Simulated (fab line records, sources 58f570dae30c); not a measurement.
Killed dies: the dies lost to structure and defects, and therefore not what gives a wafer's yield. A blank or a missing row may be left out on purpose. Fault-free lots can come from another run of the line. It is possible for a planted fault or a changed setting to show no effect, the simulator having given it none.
Which tool is to blame? + flow berkeley_cmos170 + 48 wafers from 16 lots sampled at 4 of the route's 331 steps

== WHAT THE GAUGES READ, wafer by wafer ==
UCB170_PLDD_OVL_MEAS_07. Usual: PLDD_OVL typically reads 3 nm, with standard deviation 5.
| lot  | measured     | on         | PLDD_OVL (nm) | flag |
|------|--------------|------------|---------------|------|
| L548 | day 6 00:10  | overlay-01 | -1 -7 1       |      |
| L549 | day 6 17:45  | overlay-01 | 7 -5 0        |      |
| L550 | day 7 00:18  | overlay-01 | -3 1 4        |      |
| L552 | day 7 08:29  | overlay-01 | 6 5 8         |      |
| L551 | day 7 08:51  | overlay-01 | 10 -3 7       |      |
| L555 | day 7 10:32  | overlay-01 | -3 -3 3       |      |
| L554 | day 7 10:43  | overlay-02 | 1 9 8         |      |
| L556 | day 7 20:17  | overlay-01 | -3 4 1        |      |
| L553 | day 7 21:34  | overlay-02 | 5 2 9         |      |
| L559 | day 8 09:21  | overlay-02 | 0 0 -2        |      |
| L560 | day 8 15:40  | overlay-02 | 6 7 10        |      |
| L562 | day 9 03:25  | overlay-02 | 3 10 4        |      |
| L566 | day 9 23:55  | overlay-01 | 6 6 5         |      |
| L568 | day 10 12:52 | overlay-02 | -3 1 -4       |      |
| L570 | day 10 13:06 | overlay-01 | 0 7 -1        |      |
| L571 | day 11 00:53 | overlay-02 | -5 -7 -3      |      |

UCB170_NSD_OVL_MEAS_07. Usual: NSD_OVL typically reads 4 nm, with standard deviation 5.4.
| lot  | measured     | on         | NSD_OVL (nm)   | flag |
|------|--------------|------------|----------------|------|
| L548 | day 6 11:16  | overlay-02 | 13 4 5         |      |
| L549 | day 7 04:44  | overlay-01 | 13 10 10       |      |
| L550 | day 7 10:15  | overlay-02 | 7 3 7          |      |
| L552 | day 7 21:50  | overlay-02 | 3 4 3          |      |
| L551 | day 7 21:17  | overlay-01 | -5 4 0         |      |
| L555 | day 7 20:44  | overlay-01 | -1 10 0        |      |
| L554 | day 7 22:08  | overlay-02 | -6 -5 -6       |      |
| L556 | day 8 08:30  | overlay-01 | -225 -215 -228 | OFF  |
| L553 | day 8 08:47  | overlay-02 | -208 -216 -213 | OFF  |
| L559 | day 8 22:12  | overlay-01 | 5 13 11        |      |
| L560 | day 9 04:05  | overlay-02 | -220 -220 -214 | OFF  |
| L562 | day 9 14:07  | overlay-01 | -216 -216 -218 | OFF  |
| L566 | day 10 11:04 | overlay-02 | 9 7 6          |      |
| L568 | day 10 23:08 | overlay-01 | -1 2 5         |      |
| L570 | day 10 23:16 | overlay-02 | -3 -2 2        |      |
| L571 | day 11 10:42 | overlay-02 | 8 2 9          |      |

== WHICH TOOL RAN EACH LOT (tool, then ch and the chambers of the sampled wafers, then the start) ==
| lot  | UCB170_GATE_STRIP_16                 | UCB170_NSD_EXPOSE_03              |
|------|--------------------------------------|-----------------------------------|
| L548 | plasma_asher-04 ch 0,1, day 5 22:23  | krf_scanner-02 ch 0, day 6 10:46  |
| L549 | plasma_asher-04 ch 0,1, day 6 15:47  | krf_scanner-02 ch 0, day 7 03:48  |
| L550 | plasma_asher-01 ch 0,1, day 6 22:49  | krf_scanner-02 ch 0, day 7 09:39  |
| L552 | plasma_asher-01 ch 0,1, day 7 06:28  | krf_scanner-02 ch 0, day 7 21:08  |
| L551 | plasma_asher-01 ch 0, day 7 07:02    | krf_scanner-01 ch 0, day 7 20:34  |
| L555 | plasma_asher-04 ch 0,1, day 7 08:31  | krf_scanner-02 ch 0, day 7 20:14  |
| L554 | plasma_asher-04 ch 0,1, day 7 08:45  | krf_scanner-01 ch 0, day 7 21:23  |
| L556 | plasma_asher-02 ch 0,1, day 7 18:18  | krf_scanner-01 ch 0, day 8 06:47  |
| L553 | plasma_asher-02 ch 0,1, day 7 18:51  | krf_scanner-01 ch 0, day 8 07:22  |
| L559 | plasma_asher-02 ch 0,1, day 8 06:07  | krf_scanner-02 ch 0, day 8 21:13  |
| L560 | plasma_asher-04 ch 0,1, day 8 13:36  | krf_scanner-01 ch 0, day 9 03:34  |
| L562 | plasma_asher-04 ch 0,1, day 8 22:31  | krf_scanner-01 ch 0, day 9 13:29  |
| L566 | plasma_asher-04 ch 0,1, day 9 22:33  | krf_scanner-02 ch 0, day 10 09:50 |
| L568 | plasma_asher-04 ch 0,1, day 10 10:22 | krf_scanner-02 ch 0, day 10 22:36 |
| L570 | plasma_asher-02 ch 0,1, day 10 10:26 | krf_scanner-02 ch 0, day 10 22:43 |
| L571 | plasma_asher-01 ch 0,1, day 10 23:05 | krf_scanner-02 ch 0, day 11 09:54 |
- UCB170_GATE_STRIP_16: strips in O2.
- UCB170_NSD_EXPOSE_03: exposes mask NSELECT MOD, target cd 1200 nm.

== AS READ BY THE TOOLS THEMSELVES (means over the sampled wafers that have a number; for cases with no such wafer, the mark the record gives instead) ==
UCB170_GATE_STRIP_16. Usual: drypump_motor_current_A 5.60 A, standard deviation 0.27; oes_product_au 0.724 a.u., standard deviation 0.0044.
| lot  | tool            | drypump_motor_current_A (A) | oes_product_au (a.u.) | flag |
|------|-----------------|-----------------------------|-----------------------|------|
| L548 | plasma_asher-04 | 5.34                        | 0.726                 |      |
| L549 | plasma_asher-04 | 5.36                        | 0.730                 |      |
| L550 | plasma_asher-01 | 5.87                        | 0.723                 |      |
| L552 | plasma_asher-01 | 5.87                        | 0.719                 |      |
| L551 | plasma_asher-01 | 5.53                        | 0.724                 |      |
| L555 | plasma_asher-04 | 5.35                        | 0.725                 |      |
| L554 | plasma_asher-04 | 5.34                        | 0.724                 |      |
| L556 | plasma_asher-02 | 5.88                        | 0.719                 |      |
| L553 | plasma_asher-02 | 5.80                        | 0.724                 |      |
| L559 | plasma_asher-02 | 5.89                        | 0.727                 |      |
| L560 | plasma_asher-04 | 5.36                        | 0.723                 |      |
| L562 | plasma_asher-04 | 5.37                        | 0.722                 |      |
| L566 | plasma_asher-04 | 5.36                        | 0.727                 |      |
| L568 | plasma_asher-04 | 5.36                        | 0.727                 |      |
| L570 | plasma_asher-02 | 5.80                        | 0.724                 |      |
| L571 | plasma_asher-01 | 5.88                        | 0.723                 |      |

== THE ANSWER, worked out from the rows above alone ==
Rule: take the mean of a lot's wafers that have a number; if it is more than 3 standard deviations from the usual mean, the lot is off. Also off: a lot with no number at a reading for which 4 or more lots have one. All remaining lots with rows at the step are treated as sound. The gauges are gone through in route order, then the tools' own readings, and for those a lot's mean is taken as printed above. The first step at which some lot is off is used, and at that step the reading that is off furthest; a lot without a number counts as furthest.
Off: L556, L553, L560, L562, at UCB170_NSD_OVL_MEAS_07 (NSD_OVL).
If a tool, at a process step before that reading, ran all the lots that are off and no sound lot after the first of them, it fits. The gauges at UCB170_NSD_OVL_MEAS_07 are tried like those tools. One fits: krf_scanner-01 at UCB170_NSD_EXPOSE_03. A fault onset in the window from L554 (day 7 21:23, its last sound lot) to L556 (day 8 06:47, its first lot off) fits.

== WHAT WAS PUT IN BY THE SIMULATOR ==
Scanner matching overlay: krf_scanner-01, from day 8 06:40 on, at UCB170_NSD_EXPOSE_03. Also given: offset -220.
Shown lots that were struck: L556, L553, L560, L562. This agrees with what the rule above found.
